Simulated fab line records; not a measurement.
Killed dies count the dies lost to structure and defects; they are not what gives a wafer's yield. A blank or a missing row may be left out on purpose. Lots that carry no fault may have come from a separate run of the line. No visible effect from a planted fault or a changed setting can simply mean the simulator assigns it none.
Chamber matching ; flow berkeley cmos170 ; rie diel-02 running UCB170_ZERO_ETCH_06: 4 sister chambers
The step etches SiO2 in CHF3/CF4/Ar, time 12 s. 8 wafers are shown with their chamber, then 7 later ones without.

## WAFERS PAIRED WITH THEIR CHAMBERS
wafer;chamber;drypump motor current A (A);throttle valve pct (%)
L598.1;2;5.7;9.10
L611.3;1;6.2;9.27
L611.6;0;5.3;9.14
L612.2;0;5.3;9.11
L612.3;3;6.0;9.31
L612.5;2;5.7;9.11
L615.2;1;6.2;9.29
L615.3;3;5.9;9.31

## WAFERS WHOSE CHAMBER IS MISSING
wafer;drypump motor current A (A);throttle valve pct (%)
L615.5;5.9;9.30
L618.1;5.3;9.12
L618.2;6.2;9.27
L618.3;5.9;9.31
L619.3;5.3;9.13
L619.5;6.0;9.32
L619.6;5.3;9.12

## CHAMBER TAKEN BY EACH
wafer;from the rows above;in truth
L615.5;3;3
L618.1;0;0
L618.2;1;1
L618.3;3;3
L619.3;0;0
L619.5;3;3
L619.6;0;0
Correctly placed: 7 of 7. Not placeable from these rows: 0. 0 placed wrongly.
How it was worked out, from the rows above alone: a wafer's distance from a chamber is the root of the sum, over the readings, of the square of ((its reading less the chamber's mean) divided by the reading's scatter). The wafer belongs to the nearest chamber; if the next one is less than 2 further off, it can't be placed. For every chamber, the mean is computed from those of its wafers that are shown. The scatter: the root of (the sum of the squares of (reading less its chamber's mean) over the shown wafers, divided by (wafers less chambers)).
